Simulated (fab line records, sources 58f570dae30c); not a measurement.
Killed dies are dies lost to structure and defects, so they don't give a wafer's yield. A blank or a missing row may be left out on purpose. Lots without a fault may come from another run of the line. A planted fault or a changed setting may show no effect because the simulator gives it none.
Problem report in the 8D (eight disciplines) form, filled by code | flow berkeley_cmos170 | the parts of the form that need people (team, actions taken, sign-off) are left out

1. THE PROBLEM
run_length_s at UCB170_V1_ETCH_14 reads a mean of 332.1 s on 2 wafers of 2 lots; wafers without a fault read 319.3 s with a standard deviation of 0.46. That is +28 standard deviations from the usual mean.
The step: etches SiO2 in CHF3/CF4/Ar, stops on Al, target depth 1250 nm, time 291 s.
First seen on wafer L405.6, day 10 13:55, on rie_diel-04. The record holds 42 wafers of 14 lots with a number at this step. Rule for "out", or "out of limits": more than 4 standard deviations from the usual mean. The other wafers with a number count as sound.

2. WHAT IT IS AND WHAT IT IS NOT
question                    | is                | is not
which readings at this step | run_length_s      | drypump_motor_current_A, oes_product_au, throttle_valve_pct
which lots                  | L405, L408        | L392, L393, L395, L396, L397, L398, L400, L401, L402, L409, L410, L412
which wafers of those lots  | L405.6, L408.3    | L405.4, L405.5, L408.1, L408.4
read on which tools         | rie_diel-04       | rie_diel-02, rie_diel-03
when                        | from day 10 13:55 | up to then (29 sound wafers); but 11 sound wafers of L408, L409, L410, L412 came after

3. SUSPECTS, AND WHAT RULES EACH OUT
Counting: a tool at a process step up to the reading stays a suspect if it ran every lot that is out. Sound lots after the first of them don't rule it out here, since some wafers of a struck lot are sound.
- rie_diel-04 at UCB170_V1_ETCH_14 (etches SiO2 in CHF3/CF4/Ar, stops on Al, target depth 1250 nm, time 291 s): kept. It ran every lot that is out, first L405 (day 10 13:55); its last sound lot up to then is L402 (day 10 02:01). Its own readings are out on those wafers: run_length_s.
- Within rie_diel-04 at UCB170_V1_ETCH_14: the wafers that are out ran in chamber 1; their sound lot-mates ran in chambers 0, 2, 3.
Left after counting: rie_diel-04 at UCB170_V1_ETCH_14.

4. THE CAUSE (what the simulator had put in)
Process parameter drift: rie_diel-04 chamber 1, from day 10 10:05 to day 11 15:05, at UCB170_V1_ETCH_14. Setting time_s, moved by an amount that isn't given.
Counting left only this tool.

5. THE CHAIN OF EFFECTS, in route order
Each row: a reading whose mean over the struck wafers that have a number lies more than 3 standard deviations from the usual. Only readings for which the record gives a usual standard deviation are gone through. hours: the time from each lot's start at the first step in this table that gives one to its start at this step, as a median over the lots. sigmas: the change in usual standard deviations.
hours | step               | reading                  | usual   | on struck wafers | change | sigmas
0     | UCB170_V1_ETCH_14  | run_length_s             | 319.3 s | 332.1            | +12.8  | +28
0     | UCB170_V1_STRIP_15 | strip_time_to_endpoint_s | 15.34 s | 15.02            | -0.32  | -4.8
The process steps in it:
- UCB170_V1_ETCH_14: etches SiO2 in CHF3/CF4/Ar, stops on Al, target depth 1250 nm, time 291 s.
- UCB170_V1_STRIP_15: strips in O2.
Later measuring or inspecting steps at which every struck wafer that the step has a row for has a number for every such reading, and none has moved that far: UCB170_M2_RS_MEAS_02.

6. WHAT WOULD HAVE CAUGHT IT SOONER
In this record the first reading out of limits was taken at day 10 13:55, 4 hours after the fault began at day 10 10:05.
